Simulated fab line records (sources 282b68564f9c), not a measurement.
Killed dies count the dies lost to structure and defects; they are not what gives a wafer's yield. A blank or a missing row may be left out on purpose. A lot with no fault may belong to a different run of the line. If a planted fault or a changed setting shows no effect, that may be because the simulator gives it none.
Split-lot experiment | flow rit_cmos | route with 202 steps; 5 lots, 23 wafers read

ABOUT THE SPLIT
At RIT_PLDD_COAT_01 (resist thk 1000 nm), the setting resist_thk_nm was moved away from the recipe's 1000 nm on 11 of the 23 wafers read, by -5.8% to +4.2%. For the rest of the wafers, this setting stayed at what the recipe calls for.

FROM THE SPLIT TO THE READING: what the file shows between them, 3 steps
- RIT_PLDD_SOFTBAKE_02: time 60 s
- RIT_PLDD_EXPOSE_03: exposes mask M8, target cd 40900 nm
- RIT_PLDD_DEVELOP_05: develop time 50 s

THE READING
NOVOLAK_of_PLDD_COAT_01.thk_nm (the simulator's own value, which no gauge read), in nm, at RIT_PLDD_HARDBAKE_07 (time 60 s). The file gives no usual value for it. The 12 wafers here that ran the recipe average 886.1 nm, standard deviation 2.2 nm.

wafer  | tool, chamber at the split | resist_thk_nm as run, nm | against the recipe | NOVOLAK_of_PLDD_COAT_01.thk_nm, nm | against lot-mates on the recipe
L074.1 | litho_track-02, 0          | 941.8                    | -5.8%              | 833.1                              | -53.2
L074.2 | litho_track-02, 0          | 941.8                    | -5.8%              | 834.4                              | -51.9
L074.3 | litho_track-02, 0          | 1000                     | recipe             | 884.9                              | -
L074.4 | litho_track-02, 0          | 1000                     | recipe             | 887.7                              | -
L074.5 | litho_track-02, 0          | 941.8                    | -5.8%              | 833.7                              | -52.6
L078.1 | litho_track-02, 0          | 1000                     | recipe             | 883.5                              | -
L078.3 | litho_track-02, 0          | 984.7                    | -1.5%              | 872.7                              | -13.2
L078.4 | litho_track-02, 0          | 984.7                    | -1.5%              | 872.1                              | -13.9
L078.5 | litho_track-02, 0          | 984.7                    | -1.5%              | 872.2                              | -13.8
L078.6 | litho_track-02, 0          | 1000                     | recipe             | 888.4                              | -
L079.1 | litho_track-02, 0          | 1000                     | recipe             | 888.8                              | -
L079.2 | litho_track-02, 0          | 1042                     | +4.2%              | 922.7                              | +34.0
L079.4 | litho_track-02, 0          | 1042                     | +4.2%              | 924.5                              | +35.8
L079.5 | litho_track-02, 0          | 1000                     | recipe             | 888.2                              | -
L079.6 | litho_track-02, 0          | 1000                     | recipe             | 889.1                              | -
L083.1 | litho_track-03, 0          | 1000                     | recipe             | 884.2                              | -
L083.2 | litho_track-03, 0          | 1000                     | recipe             | 885.6                              | -
L083.3 | litho_track-03, 0          | 975.6                    | -2.4%              | 864.4                              | -20.5
L083.4 | litho_track-03, 0          | 975.6                    | -2.4%              | 865.2                              | -19.7
L083.5 | litho_track-03, 0          | 975.6                    | -2.4%              | 865.4                              | -19.5
L084.2 | litho_track-03, 0          | 1000                     | recipe             | 882.1                              | -
L084.4 | litho_track-03, 0          | 1000                     | recipe             | 884.3                              | -
L084.6 | litho_track-03, 0          | 1000                     | recipe             | 886.3                              | -

THE FIT
A straight line over all 23 wafers: NOVOLAK_of_PLDD_COAT_01.thk_nm changes by +8.95 nm for each +1% of resist_thk_nm; r = +1.00; the points scatter about the line by 1.8 nm.
The same after taking each lot's own level away (the mean of its wafers on the recipe; 23 wafers): +8.74 nm for each +1%; r = +1.00; scatter 1.5 nm.
According to that fit, moving resist_thk_nm by its largest amount changes the reading by 51 nm.
Measured against the standard deviation above, the lots' own levels, which go from 884.23 to 888.70 nm, span 2.0 times it.
Consequently the slope shifts little with the lot-to-lot level, the two slopes agreeing.
Check: for one of the wafers moved furthest among these (-5.8%), held out of the fit, the line's prediction against its lot-mates is -50.5 nm. Against them it came out at -53.2 nm.

THE OTHER SPLITS THESE WAFERS WENT THROUGH
Before the reading, these wafers also passed through other splits. Each is held against what the fit with the lots' levels taken away leaves over:
other split on the same wafers  | wafers away from the commonest value | r with NOVOLAK_of_PLDD_COAT_01.thk_nm (lot level and that fit taken away)
RIT_GATE_OXIDATION_05 ox_time_s | 18                                   | -0.23
RIT_NLDD_SOFTBAKE_02 temp_c     | 9                                    | -0.12

THE WHOLE CHAIN: every reading that the file lists as answering this split, in the file's order
step                 | what it does       | reading                                                                         | change (the file's fit)              | r (the file's)
RIT_PLDD_COAT_01     | resist thk 1000 nm | NOVOLAK_of_PLDD_COAT_01.thk_nm (the simulator's own value, which no gauge read) | +9.98 nm for each +1% of the setting | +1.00
RIT_PLDD_HARDBAKE_07 | time 60 s          | NOVOLAK_of_PLDD_COAT_01.thk_nm (the simulator's own value, which no gauge read) | +8.73 nm for each +1% of the setting | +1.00

THE FILE'S OWN FIT
NOVOLAK_of_PLDD_COAT_01.thk_nm changes by +8.73 nm for each +1% of resist_thk_nm, r = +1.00.
